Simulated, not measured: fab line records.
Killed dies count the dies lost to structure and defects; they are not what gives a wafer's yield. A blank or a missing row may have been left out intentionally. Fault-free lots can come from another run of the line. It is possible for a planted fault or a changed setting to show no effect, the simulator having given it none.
Which tool did it? || flow berkeley cmos170 || Sampling: 11 lots, 33 wafers, 4 of 331 route steps

== WHAT THE GAUGES READ, wafer by wafer ==
UCB170_PWELL_OVL_MEAS_13. Usual: PWELL_OVL gives -6 nm (standard deviation 5.2).
{"lot": "L955", "measured": "day 3 12:23", "on": "overlay-01", "PWELL_OVL (nm)": "-4 -15 2", "flag": ""}
{"lot": "L963", "measured": "day 5 04:03", "on": "overlay-01", "PWELL_OVL (nm)": "-6 -6 -6", "flag": ""}
{"lot": "L964", "measured": "day 5 03:52", "on": "overlay-01", "PWELL_OVL (nm)": "-14 -6 -15", "flag": ""}
{"lot": "L968", "measured": "day 6 06:16", "on": "overlay-01", "PWELL_OVL (nm)": "-1 -8 -3", "flag": ""}
{"lot": "L970", "measured": "day 6 16:40", "on": "overlay-01", "PWELL_OVL (nm)": "-10 -4 -17", "flag": ""}
{"lot": "L972", "measured": "day 7 03:31", "on": "overlay-02", "PWELL_OVL (nm)": "-18 -8 -6", "flag": ""}
{"lot": "L973", "measured": "day 7 03:16", "on": "overlay-01", "PWELL_OVL (nm)": "-10 -9 -16", "flag": ""}
{"lot": "L975", "measured": "day 7 15:13", "on": "overlay-02", "PWELL_OVL (nm)": "-6 -3 -9", "flag": ""}
{"lot": "L977", "measured": "day 8 01:40", "on": "overlay-02", "PWELL_OVL (nm)": "-8 -11 -7", "flag": ""}
{"lot": "L976", "measured": "day 8 01:24", "on": "overlay-01", "PWELL_OVL (nm)": "-5 -13 -2", "flag": ""}
{"lot": "L978", "measured": "day 8 10:43", "on": "overlay-01", "PWELL_OVL (nm)": "-11 -14 -6", "flag": ""}

UCB170_NSD_CD_MEAS_06: the cd target is 1200 nm. Usual: cd nm 1200.0 nm, standard deviation 1.6.
{"lot": "L955", "measured": "day 8 05:04", "on": "cd sem-01", "cd nm (nm)": "1198.4 1198.4 1197.6", "flag": ""}
{"lot": "L963", "measured": "day 10 14:01", "on": "cd sem-01", "cd nm (nm)": "1207.8 1208.7 1209.5 1207.7 1208.7 1209.5", "flag": "OFF"}
{"lot": "L964", "measured": "day 10 14:21", "on": "cd sem-01", "cd nm (nm)": "1210.6 1209.7 1209.7 1210.7 1209.7 1209.8", "flag": "OFF"}
{"lot": "L968", "measured": "day 11 12:09", "on": "cd sem-01", "cd nm (nm)": "1199.0 1200.6 1200.2", "flag": ""}
{"lot": "L970", "measured": "day 12 03:05", "on": "cd sem-02", "cd nm (nm)": "1198.0 1199.1 1198.7", "flag": ""}
{"lot": "L972", "measured": "day 12 14:27", "on": "cd sem-01", "cd nm (nm)": "1197.2 1198.3 1198.5", "flag": ""}
{"lot": "L973", "measured": "day 12 14:43", "on": "cd sem-02", "cd nm (nm)": "1201.6 1201.5 1202.8", "flag": ""}
{"lot": "L975", "measured": "day 12 21:29", "on": "cd sem-01", "cd nm (nm)": "1200.0 1199.9 1201.5", "flag": ""}
{"lot": "L977", "measured": "day 13 07:23", "on": "cd sem-02", "cd nm (nm)": "1201.8 1202.5 1202.5", "flag": ""}
{"lot": "L976", "measured": "day 13 07:40", "on": "cd sem-02", "cd nm (nm)": "1202.0 1203.0 1203.4", "flag": ""}
{"lot": "L978", "measured": "day 13 06:58", "on": "cd sem-02", "cd nm (nm)": "1200.5 1201.7 1200.7", "flag": ""}

== EACH LOT AND THE TOOL THAT RAN IT (in order: tool; ch and the chambers of the sampled wafers; start) ==
{"lot": "L955", "UCB170_ZERO_STRIP_07": "plasma asher-03 ch 0,1, day 1 19:50", "UCB170_NSD_PEB_04": "litho track-04 ch 0, day 8 04:48"}
{"lot": "L963", "UCB170_ZERO_STRIP_07": "plasma asher-03 ch 0,1, day 3 15:04", "UCB170_NSD_PEB_04": "litho track-04 ch 0, day 10 13:44"}
{"lot": "L964", "UCB170_ZERO_STRIP_07": "plasma asher-04 ch 0,1, day 3 21:37", "UCB170_NSD_PEB_04": "litho track-04 ch 0, day 10 14:05"}
{"lot": "L968", "UCB170_ZERO_STRIP_07": "plasma asher-03 ch 0,1, day 4 17:52", "UCB170_NSD_PEB_04": "litho track-01 ch 0, day 11 11:46"}
{"lot": "L970", "UCB170_ZERO_STRIP_07": "plasma asher-02 ch 0, day 5 03:13", "UCB170_NSD_PEB_04": "litho track-02 ch 0, day 12 02:45"}
{"lot": "L972", "UCB170_ZERO_STRIP_07": "plasma asher-04 ch 0,1, day 5 12:52", "UCB170_NSD_PEB_04": "litho track-02 ch 0, day 12 14:11"}
{"lot": "L973", "UCB170_ZERO_STRIP_07": "plasma asher-04 ch 0,1, day 5 18:11", "UCB170_NSD_PEB_04": "litho track-02 ch 0, day 12 14:26"}
{"lot": "L975", "UCB170_ZERO_STRIP_07": "plasma asher-02 ch 0,1, day 6 01:50", "UCB170_NSD_PEB_04": "litho track-01 ch 0, day 12 21:13"}
{"lot": "L977", "UCB170_ZERO_STRIP_07": "plasma asher-03 ch 0,1, day 6 09:35", "UCB170_NSD_PEB_04": "litho track-01 ch 0, day 13 06:56"}
{"lot": "L976", "UCB170_ZERO_STRIP_07": "plasma asher-02 ch 0,1, day 6 09:39", "UCB170_NSD_PEB_04": "litho track-01 ch 0, day 13 07:23"}
{"lot": "L978", "UCB170_ZERO_STRIP_07": "plasma asher-04 ch 0,1, day 6 19:07", "UCB170_NSD_PEB_04": "litho track-01 ch 0, day 13 06:32"}
- UCB170_ZERO_STRIP_07: strips in O2.
- UCB170_NSD_PEB_04

== WHAT THE TOOLS THEMSELVES READ (means of the sampled wafers that have a number; where no wafer has one, the mark that the record gives instead) ==
UCB170_ZERO_STRIP_07. Usual: chamber pressure mTorr 3501 mTorr, standard deviation 3.6; drypump motor current A 5.9 A, standard deviation 0.66; oes product au 0.728 a.u., standard deviation 0.0046; strip time to endpoint s 21.49 s, standard deviation 0.065.
{"lot": "L955", "tool": "plasma asher-03", "chamber pressure mTorr (mTorr)": 3503, "drypump motor current A (A)": 6.4, "oes product au (a.u.)": 0.728, "strip time to endpoint s (s)": 21.38, "flag": ""}
{"lot": "L963", "tool": "plasma asher-03", "chamber pressure mTorr (mTorr)": 3503, "drypump motor current A (A)": 6.4, "oes product au (a.u.)": 0.727, "strip time to endpoint s (s)": 21.44, "flag": ""}
{"lot": "L964", "tool": "plasma asher-04", "chamber pressure mTorr (mTorr)": 3503, "drypump motor current A (A)": 6.2, "oes product au (a.u.)": 0.728, "strip time to endpoint s (s)": 21.44, "flag": ""}
{"lot": "L968", "tool": "plasma asher-03", "chamber pressure mTorr (mTorr)": 3498, "drypump motor current A (A)": 6.5, "oes product au (a.u.)": 0.729, "strip time to endpoint s (s)": 21.43, "flag": ""}
{"lot": "L970", "tool": "plasma asher-02", "chamber pressure mTorr (mTorr)": 3502, "drypump motor current A (A)": 5.4, "oes product au (a.u.)": 0.728, "strip time to endpoint s (s)": 21.57, "flag": ""}
{"lot": "L972", "tool": "plasma asher-04", "chamber pressure mTorr (mTorr)": 3499, "drypump motor current A (A)": 6.2, "oes product au (a.u.)": 0.725, "strip time to endpoint s (s)": 21.49, "flag": ""}
{"lot": "L973", "tool": "plasma asher-04", "chamber pressure mTorr (mTorr)": 3497, "drypump motor current A (A)": 6.2, "oes product au (a.u.)": 0.728, "strip time to endpoint s (s)": 21.55, "flag": ""}
{"lot": "L975", "tool": "plasma asher-02", "chamber pressure mTorr (mTorr)": 3501, "drypump motor current A (A)": 5.2, "oes product au (a.u.)": 0.726, "strip time to endpoint s (s)": 21.53, "flag": ""}
{"lot": "L977", "tool": "plasma asher-03", "chamber pressure mTorr (mTorr)": 3501, "drypump motor current A (A)": 6.4, "oes product au (a.u.)": 0.727, "strip time to endpoint s (s)": 21.42, "flag": ""}
{"lot": "L976", "tool": "plasma asher-02", "chamber pressure mTorr (mTorr)": 3500, "drypump motor current A (A)": 5.0, "oes product au (a.u.)": 0.726, "strip time to endpoint s (s)": 21.46, "flag": ""}
{"lot": "L978", "tool": "plasma asher-04", "chamber pressure mTorr (mTorr)": 3497, "drypump motor current A (A)": 6.0, "oes product au (a.u.)": 0.730, "strip time to endpoint s (s)": 21.38, "flag": ""}

== THE ANSWER, worked out from the rows above alone ==
Rule: a lot counts as off when the mean over its wafers that have a number is more than 3 standard deviations away from the usual mean. Also off: a lot with no number at a reading for which 4 or more lots have one. The other lots that the step has rows for count as sound. The gauges are gone through in route order, then the tools' own readings, and for those a lot's mean is taken as printed above. At the first step where some lot is off, the reading lying furthest off is the one used; lots without a number count as furthest.
Off: L963, L964 (UCB170_NSD_CD_MEAS_06, cd nm).
If a tool, at a process step before that reading, ran all the lots that are off and no sound lot after the first of them, it fits. Those tools and the gauges at UCB170_NSD_CD_MEAS_06 are tried in the same way. One fits: litho track-04 at UCB170_NSD_PEB_04. A fault onset in the window from L955 (day 8 04:48, its last sound lot) to L963 (day 10 13:44, its first lot off) fits.

== WHAT WAS PUT IN BY THE SIMULATOR ==
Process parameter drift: litho track-04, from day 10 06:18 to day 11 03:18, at UCB170_NSD_PEB_04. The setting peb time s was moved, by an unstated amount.
Lots struck among those shown: L964, L963. The rule above found the same.
